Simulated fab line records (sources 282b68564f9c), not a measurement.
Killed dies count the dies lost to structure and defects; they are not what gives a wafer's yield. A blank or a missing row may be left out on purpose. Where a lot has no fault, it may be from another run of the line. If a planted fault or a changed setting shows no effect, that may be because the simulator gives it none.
Struck lot and sound lot, side by side | flow rit cmos | 15 steps out of a route of 202
Sound: wafers L152.3, L152.4, L152.5. The struck wafers were L161.3, L161.4, L161.6. The cause comes at the end.
Per side, at each step with rows, come the tool, then ch with its chambers, and then its first start. Under that, the readings that differ: sound wafers | struck wafers | difference of the means | sigmas: that difference in standard deviations of wafers without a fault.
alike: same words and numbers on both sides, and readings whose means sit less than 2 such deviations apart. not compared: any withheld reading, any reading some wafer has no value for, any bound like >300 that may hide the same value, and any number with overlapping values for which the record gives no deviation.
A row with sigmas, a row that says differs or no value, or rows on one side alone: a step with any of these is where the two part. Numbers that don't overlap but have no deviation are shown without sigmas and don't part them. A reading missing from all wafers of one side parts the sides only when that side holds two or more wafers.

first, 2 steps without rows for these wafers: RIT_NRETRO_PEB_04; RIT_NRETRO_DEVELOP_05 (develop time 68 s).
RIT_NRETRO_OVL_MEAS_06:
  sound on overlay-02, day 2 22:19; struck on overlay-02, day 4 21:21
  alike: NRETRO_OVL
then, 2 steps without rows for these wafers: RIT_NRETRO_HARDBAKE_07 (time 120 s); RIT_NRETRO_IMPLANT_08.
RIT_NRETRO_STRIP_09: strips in O2, time 180 s.
  sound on plasma asher-04 ch 0,1, day 2 22:52; struck on plasma asher-02 ch 0,1, day 4 21:50
  alike: drypump motor current A
  not compared: rf hours counter h
RIT_NRETRO_TW_MEAS_10:
  sound on film metro-03, day 2 22:59; struck on film metro-04, day 4 21:58
  alike: NRETRO_TW
then, 5 steps without rows for these wafers: RIT_PRETRO_HMDS_00 (prime time 60 s); RIT_PRETRO_COAT_01 (resist thk 1300 nm); RIT_PRETRO_SOFTBAKE_02 (time 60 s); RIT_PRETRO_EXPOSE_03 (exposes mask M5, target cd 43700 nm); RIT_PRETRO_PEB_04.
RIT_PRETRO_DEVELOP_05: develop time 68 s.
  sound on litho track-01 ch 0, day 2 23:00; struck on litho track-02 ch 0, day 4 23:00
  reading              | sound             | struck            | difference | sigmas
  developer temp C (C) | 22.80 23.00 23.06 | 22.28 22.22 22.41 | -0.65      | -6
RIT_PRETRO_OVL_MEAS_06:
  sound on overlay-01, day 2 23:55; struck on overlay-01, day 4 23:08
  alike: PRETRO_OVL
RIT_M1_PROBE_99:
  sound on prober-02, day 4 09:32; struck on prober-01, day 6 08:13
  alike: killed at contacts, killed at front end, killed dies, killed on rim, killed open, killed short

== WHERE THEY PART ==
Only at RIT_PRETRO_DEVELOP_05, as far as this record shows. Later steps at which nothing parts them and some readings are alike: RIT_PRETRO_OVL_MEAS_06, RIT_M1_PROBE_99.

WHY: the cause the simulator had injected
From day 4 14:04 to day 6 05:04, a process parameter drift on litho track-02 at RIT_PRETRO_DEVELOP_05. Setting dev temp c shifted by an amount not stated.
